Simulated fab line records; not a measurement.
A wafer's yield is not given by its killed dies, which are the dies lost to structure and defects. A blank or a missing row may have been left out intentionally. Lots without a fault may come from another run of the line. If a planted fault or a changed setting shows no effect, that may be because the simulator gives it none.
Problem report in the 8D (eight disciplines) form, filled by code | flow ritCmos | the parts of the form that need people (team, actions taken, sign-off) are left out

1. PROBLEM STATEMENT
Wafers free of any fault read 3.00 nm (standard deviation 0.061) for GATE_OXIDE_THK at RIT_GATE_THK_MEAS_07, against a mean of 2.44 nm on 6 wafers of 2 lots. Relative to the usual mean, that is a shift of -9.2 standard deviations.
Seen first at day 5 02:12 on filmMetro-02, wafer L128.1. At this step, 42 wafers from 14 lots have a number in the record. Rule for "out", or "out of limits": more than 4 standard deviations from the usual mean. All remaining wafers that have a number are taken as sound.

2. WHAT IT IS; WHAT IT IS NOT
question                    | is                     | is not
which readings at this step | GATE_OXIDE_THK         | -
which lots                  | L128, L130             | L115, L117, L118, L119, L120, L121, L122, L123, L133, L134, L135, L136
which wafers of those lots  | all that have a number | -
read on which gauges        | filmMetro-02           | filmMetro-03, filmMetro-04
when                        | from day 5 02:12       | up to then (24 sound wafers); but 12 sound wafers of L133, L134, L135, L136 came after

3. SUSPECTS, AND WHAT RULES EACH OUT
Counting: a tool stays on the suspect list if, at a process step up to the reading, it processed all lots that are out and no sound lot following the first of them.
- the gauge at RIT_GATE_THK_MEAS_07 is ruled out. All the wafers that are out were read on filmMetro-02, but those of them that RIT_GATE_OXIDATION_05 has rows for are out there too, on other tools.
- furnace-03 at RIT_GATE_OXIDATION_05 (target thk 3 nm, ox time 270 s): kept. All lots that are out passed through it, beginning with L128 at day 5 00:53, and no sound lot followed; its final sound lot before that point was L121 at day 3 15:44. Its own spikeTcCentreC, spikeTcLoadC, spikeTcSourceC readings are out on those wafers.
Left after counting: furnace-03 at RIT_GATE_OXIDATION_05.

4. THE CAUSE (what the simulator had put in)
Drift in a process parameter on furnace-03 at RIT_GATE_OXIDATION_05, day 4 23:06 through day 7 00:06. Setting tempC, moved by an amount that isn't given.
After counting, this tool was the only one left.

5. THE CHAIN OF EFFECTS, in route order
Each row: a reading whose mean over the struck wafers that have a number lies more than 3 standard deviations from the usual. Readings are gone through only where the record gives a usual standard deviation; hours: the median, over the lots, of the time from a lot's start at the first step in this table giving one to that lot's start at this step; sigmas: the change measured in usual standard deviations.
hours | step                  | reading        | usual   | on struck wafers | change | sigmas
0     | RIT_GATE_OXIDATION_05 | spikeTcCentreC | 903.2 C | 886.9            | -16.3  | -10
0     | RIT_GATE_OXIDATION_05 | spikeTcLoadC   | 923 C   | 908              | -16    | -5.0
0     | RIT_GATE_OXIDATION_05 | spikeTcSourceC | 921.9 C | 904.2            | -17.7  | -7.1
2     | RIT_GATE_THK_MEAS_07  | GATE_OXIDE_THK | 3.00 nm | 2.44             | -0.56  | -9.2
The process steps in it:
- RIT_GATE_OXIDATION_05: target thk 3 nm, ox time 270 s.

6. HOW IT WOULD HAVE BEEN CAUGHT EARLIER
3 hours passed between the start of the fault at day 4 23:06 and the first reading out of limits at a measuring or inspecting step in this record, taken at day 5 02:12.
Tool's own readings at RIT_GATE_OXIDATION_05, spikeTcCentreC, spikeTcLoadC, spikeTcSourceC: out on all struck wafers the step has rows for; an alarm limit on them would have tripped on the first.
Among the 2 lots that are out, L130 began RIT_GATE_OXIDATION_05 on furnace-03 after day 5 02:12. A hold on the tool at that time would have spared it.
